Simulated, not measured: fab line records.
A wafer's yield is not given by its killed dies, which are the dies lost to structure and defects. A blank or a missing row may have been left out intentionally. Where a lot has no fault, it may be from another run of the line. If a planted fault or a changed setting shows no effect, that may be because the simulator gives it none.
Which tool is to blame?    flow berkeleyCmos170    Sampling: 6 lots, 18 wafers, 2 of 331 route steps

WHAT EACH GAUGE READ, for each wafer
UCB170_PWELL_THK_MEAS_03.
lot   measured     on            PWELL_OXIDE_THK (nm)
L444  day 2 17:46  filmMetro-01  27.0 26.7 26.8
L447  day 3 06:20  filmMetro-04  26.3 26.4 26.1
L449  day 3 14:07  filmMetro-01  25.8 26.4 25.6
L453  day 4 08:57  filmMetro-04  26.4 25.9 25.9
L461  day 6 03:02  filmMetro-01  26.5 26.4 26.8
L463  day 6 18:39  filmMetro-03  26.0 26.1 25.8

WHAT TOOL EACH LOT RAN ON (gives the tool, then ch and the chambers of the sampled wafers, and finally the start)
lot   UCB170_NWELL_IMPLANT_14
L444  implanter-03 ch 0, day 2 08:25
L447  implanter-01 ch 0, day 2 20:56
L449  implanter-01 ch 0, day 3 05:02
L453  implanter-02 ch 0, day 4 01:43
L461  implanter-02 ch 0, day 5 18:53
L463  implanter-02 ch 0, day 6 10:26
- UCB170_NWELL_IMPLANT_14

THE ANSWER, worked out from the rows above alone
Rule: the usual values come from the lots themselves. The widest of any qualifying gaps counts: lots, ordered by their means at a reading, are off when they make up no more than a third of the lots, leave a main group of 4 or more, and stand apart from it by 3 or more times the standard deviation of that group's means. If all means in a main group match to the digits the tables above print for the reading, that group is not used. Also off: a lot with no number at a reading for which 4 or more lots have one. All remaining lots with rows at the step are treated as sound.
No lot is off at any reading shown: from this, nothing can be told.

WHAT WAS PUT IN BY THE SIMULATOR
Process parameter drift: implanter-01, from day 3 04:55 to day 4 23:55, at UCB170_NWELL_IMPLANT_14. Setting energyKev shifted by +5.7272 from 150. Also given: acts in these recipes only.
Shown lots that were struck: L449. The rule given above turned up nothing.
